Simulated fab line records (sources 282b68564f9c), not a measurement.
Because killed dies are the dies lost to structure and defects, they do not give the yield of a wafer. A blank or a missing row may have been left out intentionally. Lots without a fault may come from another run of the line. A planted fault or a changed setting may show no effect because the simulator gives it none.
Chamber matching	flow rit_cmos	RIT_GATE_ETCH_19 on rie_si-01 has 4 sister chambers
The step etches poly-Si in SF6/CHF3/O2, stops on SiO2, time 165 s, target depth 312.5 nm. 4 wafers are shown with their chamber, then 7 later ones without.

== WAFERS, EACH WITH ITS CHAMBER ==
wafer	chamber	throttle_valve_pct (%)
L882.3	1	10.19
L882.4	0	10.40
L883.1	2	10.19
L883.2	3	9.97

== WAFERS WITH NO CHAMBER GIVEN ==
wafer	throttle_valve_pct (%)
L883.3	10.18
L884.2	10.41
L884.4	10.21
L884.6	9.95
L898.1	10.19
L898.2	10.40
L898.6	9.96

== CHAMBER TAKEN BY EACH ==
wafer	from the rows above	in truth
L883.3	can't be placed: 1 or 2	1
L884.2	0	0
L884.4	can't be placed: 1 or 2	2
L884.6	3	3
L898.1	can't be placed: 1 or 2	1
L898.2	0	0
L898.6	3	3
Placed correctly: 4 of 7. Can't be placed from these rows: 3 (the true chamber is among the candidates in 3). Wrongly placed: 0.
How it was worked out, from the rows above alone: a wafer's distance from a chamber is the root of the sum, over the readings, of the square of ((its reading less the chamber's mean) divided by the reading's scatter). The wafer belongs to the nearest chamber; if the next one is less than 2 further off, it can't be placed. A chamber's mean is the mean of its shown wafers. The scatter: with one shown wafer a chamber, the root of the mean of the squares of how far each hidden wafer lies from its nearest shown one.
